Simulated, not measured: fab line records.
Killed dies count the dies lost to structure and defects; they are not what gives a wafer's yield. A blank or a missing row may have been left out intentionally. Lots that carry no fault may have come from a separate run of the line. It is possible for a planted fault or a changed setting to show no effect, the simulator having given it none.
Shared-tool check + flow rit-cmos + Sample size 13 lots and 39 wafers

THE REASON FOR OPENING IT
At RIT_SDANNEAL_RS_MEAS_07 the reading NLDD_RS is flagged on 1 of 13 lots. Wafers without a fault read 151.6 ohm/sq, standard deviation 0.46.
Rule: a lot is flagged when every wafer of it that has a number lies more than 4 standard deviations from that mean, or none has a number. The rest of the lots are taken to be sound.

| lot  | measured    | on            | NLDD_RS (ohm/sq), wafer by wafer | flag    |
|------|-------------|---------------|----------------------------------|---------|
| L551 | day 3 01:41 | film-metro-03 | 151.9 152.1 152.1                |         |
| L553 | day 3 11:15 | film-metro-01 | 151.2 151.0 151.2                |         |
| L554 | day 3 18:26 | film-metro-01 | 151.2 152.0 151.9                |         |
| L556 | day 4 09:19 | film-metro-01 | 150.9 150.8 151.2                |         |
| L558 | day 4 17:36 | film-metro-02 | 151.6 151.4 151.6                |         |
| L563 | day 5 17:17 | film-metro-01 | 158.1 157.6 157.9                | FLAGGED |
| L564 | day 5 20:28 | film-metro-03 | 151.7 151.1 151.3                |         |
| L566 | day 6 05:43 | film-metro-01 | 152.4 152.8 152.3                |         |
| L568 | day 6 16:52 | film-metro-03 | 151.4 152.3 152.0                |         |
| L569 | day 6 21:13 | film-metro-01 | 152.1 152.4 151.6                |         |
| L570 | day 7 02:59 | film-metro-01 | 152.1 151.7 151.4                |         |
| L572 | day 7 12:02 | film-metro-01 | 152.3 152.6 152.1                |         |
| L573 | day 7 17:50 | film-metro-03 | 151.0 151.0 150.7                |         |
The mean of the flagged lots' numbers is 157.9 ohm/sq, +6.3 ohm/sq from the usual (+14 standard deviations).

TOOL THAT RAN EACH LOT
2 process steps preceding the reading are held in the record, out of 202 steps in the route. Every cell lists first the tool, next ch and the chambers used by the sampled wafers, and last the start.
| lot  | flag    | RIT_NLDD_IMPLANT_08            | RIT_PSD_STRIP_09                    |
|------|---------|--------------------------------|-------------------------------------|
| L551 |         | implanter-02 ch 0, day 2 17:25 | plasma-asher-02 ch 0,1, day 3 00:41 |
| L553 |         | implanter-02 ch 0, day 3 03:11 | plasma-asher-03 ch 0,1, day 3 10:13 |
| L554 |         | implanter-02 ch 0, day 3 10:05 | plasma-asher-04 ch 0,1, day 3 17:14 |
| L556 |         | implanter-03 ch 0, day 4 00:53 | plasma-asher-03 ch 0,1, day 4 08:13 |
| L558 |         | implanter-01 ch 0, day 4 09:10 | plasma-asher-02 ch 0,1, day 4 16:32 |
| L563 | FLAGGED | implanter-01 ch 0, day 5 07:10 | plasma-asher-03 ch 0,1, day 5 16:15 |
| L564 |         | implanter-03 ch 0, day 5 12:24 | plasma-asher-02 ch 0,1, day 5 19:28 |
| L566 |         | implanter-02 ch 0, day 5 21:40 | plasma-asher-04 ch 0,1, day 6 04:42 |
| L568 |         | implanter-02 ch 0, day 6 08:32 | plasma-asher-02 ch 0,1, day 6 15:48 |
| L569 |         | implanter-03 ch 0, day 6 12:56 | plasma-asher-02 ch 0,1, day 6 20:10 |
| L570 |         | implanter-02 ch 0, day 6 18:37 | plasma-asher-04 ch 0,1, day 7 01:56 |
| L572 |         | implanter-03 ch 0, day 7 03:58 | plasma-asher-02 ch 0,1, day 7 11:01 |
| L573 |         | implanter-03 ch 0, day 7 09:34 | plasma-asher-02 ch 0,1, day 7 16:49 |
These steps, and what they do:
- RIT_NLDD_IMPLANT_08
- RIT_PSD_STRIP_09: strips in O2, time 180 s.
- RIT_SDANNEAL_RS_MEAS_07: measures by four-point-probe.

FLAGGED OVER TOTAL, TOOL BY TOOL (the gauges that took the reading come last)
| step                    | tool            | lots run | flagged | share of the flagged lots | sound lots run after its first flagged lot |
|-------------------------|-----------------|----------|---------|---------------------------|--------------------------------------------|
| RIT_NLDD_IMPLANT_08     | implanter-01    | 2        | 1       | all                       | 0                                          |
| RIT_NLDD_IMPLANT_08     | implanter-02    | 6        | 0       | none                      | -                                          |
| RIT_NLDD_IMPLANT_08     | implanter-03    | 5        | 0       | none                      | -                                          |
| RIT_PSD_STRIP_09        | plasma-asher-02 | 7        | 0       | none                      | -                                          |
| RIT_PSD_STRIP_09        | plasma-asher-03 | 3        | 1       | all                       | 0                                          |
| RIT_PSD_STRIP_09        | plasma-asher-04 | 3        | 0       | none                      | -                                          |
| RIT_SDANNEAL_RS_MEAS_07 | film-metro-01   | 8        | 1       | all                       | 4 (L566,L569,L570,L572)                    |
| RIT_SDANNEAL_RS_MEAS_07 | film-metro-02   | 1        | 0       | none                      | -                                          |
| RIT_SDANNEAL_RS_MEAS_07 | film-metro-03   | 4        | 0       | none                      | -                                          |

WHAT THE TABLE ALLOWS
In the table, 3 rows ran each flagged lot (implanter-01 at RIT_NLDD_IMPLANT_08; plasma-asher-03 at RIT_PSD_STRIP_09; film-metro-01 at RIT_SDANNEAL_RS_MEAS_07).
- implanter-01 at RIT_NLDD_IMPLANT_08: 1 of its 2 lots flagged. Its last sound lot is L558 (day 4 09:10), its first flagged lot L563 (day 5 07:10): a fault that began between those two fits.
- plasma-asher-03 at RIT_PSD_STRIP_09: 1 of its 3 lots flagged. Its last sound lot is L556 (day 4 08:13), its first flagged lot L563 (day 5 16:15): a fault that began between those two fits.
- film-metro-01 at RIT_SDANNEAL_RS_MEAS_07: 1 of its 8 lots flagged. Sound lots followed the first flagged one (L566, L569, L570, L572) on it, something a lasting fault affecting the whole tool could not allow.
These 2 tools cannot be told apart by counting lots, since each of them fits a fault that started at some hour. More lots, or a look at what each step does to the wafer, might.

WHAT THE SIMULATOR HAD PUT IN
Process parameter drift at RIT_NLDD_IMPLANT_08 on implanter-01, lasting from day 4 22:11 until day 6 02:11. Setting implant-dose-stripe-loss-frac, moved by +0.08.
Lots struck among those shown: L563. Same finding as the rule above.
